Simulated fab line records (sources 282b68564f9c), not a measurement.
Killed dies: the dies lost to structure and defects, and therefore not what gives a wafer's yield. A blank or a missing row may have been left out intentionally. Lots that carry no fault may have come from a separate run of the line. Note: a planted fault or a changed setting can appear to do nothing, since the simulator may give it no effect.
8D (eight disciplines) problem report, filled in by code    flow rit cmos    the parts of the form that need people (team, actions taken, sign-off) are left out

1. WHAT IS WRONG
GATE_POLY_THK at RIT_GATE_THK_MEAS_09 reads a mean of 187.9 nm on 6 wafers of 2 lots; wafers without a fault read 250.5 nm with a standard deviation of 2.7. That is -23 standard deviations from the usual mean.
Earliest sighting: wafer L900.3 on film metro-02 at day 7 01:37. The record has a number at this step for 42 wafers belonging to 14 lots. Rule for "out", or "out of limits": more than 4 standard deviations from the usual mean. All remaining wafers that have a number are taken as sound.

2. WHAT IT IS, AND WHAT IT ISN'T
question                     is                            is not
which readings at this step  GATE_POLY_THK                 -
which lots                   L900, L901                    L878, L879, L880, L881, L882, L883, L885, L887, L889, L890, L891, L896
which wafers of those lots   all that have a number        -
read on which gauges         film metro-01, film metro-02  film metro-04
when                         from day 7 01:37              up to then (36 sound wafers)

3. SUSPECTS, AND WHAT RULES EACH OUT
Counting: a tool stays on the suspect list if, at a process step up to the reading, it processed all lots that are out and no sound lot following the first of them.
- the gauge at RIT_GATE_THK_MEAS_09 has been ruled out. Those wafers that are out were read across 2 gauges (film metro-01, film metro-02).
- lpcvd-01 at RIT_GATE_CVD_08 (deposits poly-Si from SiH4, target thk 250 nm, time 2220 s): kept. It processed each lot that is out, first L900 at day 6 23:59, and no sound lot thereafter; up to then, the last sound lot it processed was L896 at day 6 04:46.
Remaining after the count: lpcvd-01 at RIT_GATE_CVD_08.

4. THE CAUSE (what the simulator had put in)
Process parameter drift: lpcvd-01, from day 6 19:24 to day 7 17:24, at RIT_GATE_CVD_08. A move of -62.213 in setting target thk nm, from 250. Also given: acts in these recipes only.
The count eliminated every tool but this one.

5. SEQUENCE OF EFFECTS, ordered by route
Each row: a reading where the mean over the struck wafers with a number is more than 3 standard deviations away from the usual. Readings are gone through only where the record gives a usual standard deviation; hours: the median, over the lots, of the time from a lot's start at the first step in this table giving one to that lot's start at this step; sigmas: the change measured in usual standard deviations.
hours  step                  reading         usual       on struck wafers  change  sigmas
0      RIT_GATE_THK_MEAS_09  GATE_POLY_THK   250.5 nm    187.9             -62.6   -23
1      RIT_GATE_ETCH_19      oes product au  0.856 a.u.  0.709             -0.147  -10
Here are the process steps it includes:
- RIT_GATE_ETCH_19: etches poly-Si in SF6/CHF3/O2, stops on SiO2, time 165 s, target depth 312.5 nm.

6. WHAT WOULD HAVE CAUGHT IT SOONER
6 hours passed between the start of the fault at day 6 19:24 and the first reading out of limits at a measuring or inspecting step in this record, taken at day 7 01:37.
No tool reading at RIT_GATE_CVD_08 that has a usual standard deviation in the record was out on any struck wafer, so an alarm limit of 4 standard deviations on those readings would not have fired.
Lots out: 2; of these, L901 started RIT_GATE_CVD_08 on lpcvd-01 after day 7 01:37. Putting the tool on hold at that point would have spared it.
